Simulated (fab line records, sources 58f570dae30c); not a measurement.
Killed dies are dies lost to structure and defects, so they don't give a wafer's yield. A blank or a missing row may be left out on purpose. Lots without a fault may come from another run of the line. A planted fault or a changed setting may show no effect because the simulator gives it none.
Problem report in the 8D (eight disciplines) form, filled by code | flow berkeley_cmos170 | the parts of the form that need people (team, actions taken, sign-off) are left out

1. THE PROBLEM
V1_TEOS_THK at UCB170_V1_THK_MEAS_01 reads a mean of 1696 nm on 9 wafers of 3 lots; wafers without a fault read 2003 nm with a standard deviation of 23. That is -13 standard deviations from the usual mean.
First seen on wafer L206.2, day 8 20:13, on film_metro-04. The record holds 45 wafers of 15 lots with a number at this step. Rule for "out", or "out of limits": more than 4 standard deviations from the usual mean. The other wafers with a number count as sound.

2. WHAT IT IS AND WHAT IT IS NOT
question                    | is                           | is not
which readings at this step | V1_TEOS_THK                  | -
which lots                  | L205, L206, L207             | L198, L199, L200, L202, L208, L211, L212, L213, L215, L217, L218, L220
which wafers of those lots  | all that have a number       | -
read on which gauges        | film_metro-03, film_metro-04 | film_metro-02
when                        | from day 8 20:13             | up to then (12 sound wafers); but 24 sound wafers of L208, L211, L212, L213, L215, L217, L218, L220 came after

3. SUSPECTS, AND WHAT RULES EACH OUT
Counting: a tool at a process step up to the reading stays a suspect if it ran every lot that is out and no sound lot after the first of them.
- the gauge at UCB170_V1_THK_MEAS_01: ruled out. The wafers that are out were read on 2 gauges (film_metro-03, film_metro-04).
- pecvd-04 at UCB170_V1_CVD_00 (deposits SiO2 from TEOS/O2, target thk 2000 nm, time 250 s): kept. It ran every lot that is out, first L206 (day 8 20:03), and no sound lot after that; its last sound lot up to then is L200 (day 7 19:55). Its own readings are out on those wafers: run_length_s.
Left after counting: pecvd-04 at UCB170_V1_CVD_00.

4. THE CAUSE (what the simulator had put in)
Process parameter drift: pecvd-04, from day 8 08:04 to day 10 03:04, at UCB170_V1_CVD_00. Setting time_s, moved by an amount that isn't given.
Counting left only this tool.

5. THE CHAIN OF EFFECTS, in route order
Each row: a reading whose mean over the struck wafers that have a number lies more than 3 standard deviations from the usual. Only readings for which the record gives a usual standard deviation are gone through. hours: the time from each lot's start at the first step in this table that gives one to its start at this step, as a median over the lots. sigmas: the change in usual standard deviations.
hours | step                  | reading      | usual   | on struck wafers | change | sigmas
0     | UCB170_V1_CVD_00      | run_length_s | 277.9 s | 237.7            | -40.2  | -60
0     | UCB170_V1_THK_MEAS_01 | V1_TEOS_THK  | 2003 nm | 1696             | -307   | -13
The process steps in it:
- UCB170_V1_CVD_00: deposits SiO2 from TEOS/O2, target thk 2000 nm, time 250 s.
Later measuring or inspecting steps at which every struck wafer that the step has a row for has a number for every such reading, and none has moved that far: UCB170_V1_OVL_MEAS_13.

6. WHAT WOULD HAVE CAUGHT IT SOONER
In this record the first reading out of limits at a measuring or inspecting step was taken at day 8 20:13, 12 hours after the fault began at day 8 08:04.
The tool's own readings at UCB170_V1_CVD_00 were out on every struck wafer that the step has a row for (run_length_s): an alarm limit on them would have fired on the first of those.
Of the lots that are out (3), L207 began UCB170_V1_CVD_00 on pecvd-04 after day 8 20:13. A hold on the tool at that time would have spared it.
